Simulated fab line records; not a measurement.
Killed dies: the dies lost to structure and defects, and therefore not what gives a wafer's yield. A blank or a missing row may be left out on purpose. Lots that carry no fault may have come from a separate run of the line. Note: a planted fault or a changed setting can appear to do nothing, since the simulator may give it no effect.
The same fault as seen by 2 desks	flow berkeley cmos170	numbers are kept per desk, each desk with only its own; the story behind them comes last

== TOOL OWNER'S DESK, pecvd-04 ==
The tool's own readings at UCB170_V2_CVD_00 (deposits SiO2 from TEOS/O2, target thk 2000 nm, time 250 s): means of the sampled wafers that have a number, for each lot that ran on this tool. Marked OUT: a lot whose mean sits more than 4 standard deviations from the usual mean, which makes it out of limits; the brackets give that distance.
Columns: A = heater power w at UCB170_V2_CVD_00, usual 262 W; B = rf fwd power W at UCB170_V2_CVD_00, usual 548.4 W
lot	first seen here	A	B
L747	day 7 18:46	285	548.1
L750	day 8 18:37	329	474.8 (-43) OUT
L753	day 9 06:13	304	475.1 (-43) OUT
L756	day 9 20:40	314	475.4 (-43) OUT
L768	day 12 08:15	305	549.4
Finding of this desk: L750, L753, L756 out of limits; the first was L750 at day 8 18:37, on rf fwd power W at UCB170_V2_CVD_00. Within limits: L747, L768.

== METROLOGY DESK ==
Means of the sampled wafers that have a number, per lot and without regard to the tool the lot ran on: this is what the gauges read. Marked OUT: a lot whose mean sits more than 4 standard deviations from the usual mean, which makes it out of limits; the brackets give that distance.
Columns: A = M1_OVL at UCB170_M1_OVL_MEAS_10, usual -2 nm; B = V2_TEOS_THK at UCB170_V2_THK_MEAS_01, usual 2003 nm; C = cd nm at UCB170_V2_CD_MEAS_90, usual 699.7 nm
lot	first seen here	A	B	C
L746	day 6 05:04	-1	2023	699.3
L747	day 7 07:13	-0	2014	700.0
L749	day 7 14:25	-5	1994	700.0
L750	day 8 10:11	6	1924	699.9
L753	day 8 19:49	-1	1902	698.9
L756	day 9 11:04	3	1904	699.1
L759	day 10 04:24	-6	2021	699.0
L761	day 10 05:05	-1	2005	698.5
L762	day 10 18:22	-4	1986	698.9
L763	day 10 23:43	3	2012	700.2
L764	day 11 05:57	2	2035	700.2
L766	day 11 09:06	-6	2006	701.2
L767	day 11 19:29	-1	1968	698.8
L769	day 11 20:07	-0	2001	699.7
L768	day 11 20:26	-0	1994	699.2
This desk's finding: nothing out of limits on any of the 15 lots.

== ALL TOGETHER ==
The tool owner's desk could have raised an alarm at day 8 18:37, on L750, L753, L756.
Metrology desk: nothing out of limits seen.
The metrology desk holds a record of L750, L753, L756, inside its limits.
UCB170_V2_CVD_00 was run on pecvd-04 by each of the lots named.

== WHAT THE SIMULATOR HAD INSERTED ==
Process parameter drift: pecvd-04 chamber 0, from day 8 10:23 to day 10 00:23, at UCB170_V2_CVD_00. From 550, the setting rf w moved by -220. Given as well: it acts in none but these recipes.
Lots struck among those shown: L750, L753, L756.
Time in hours from fault onset to the first out-of-limits reading at each desk: the tool owner's desk, 8.
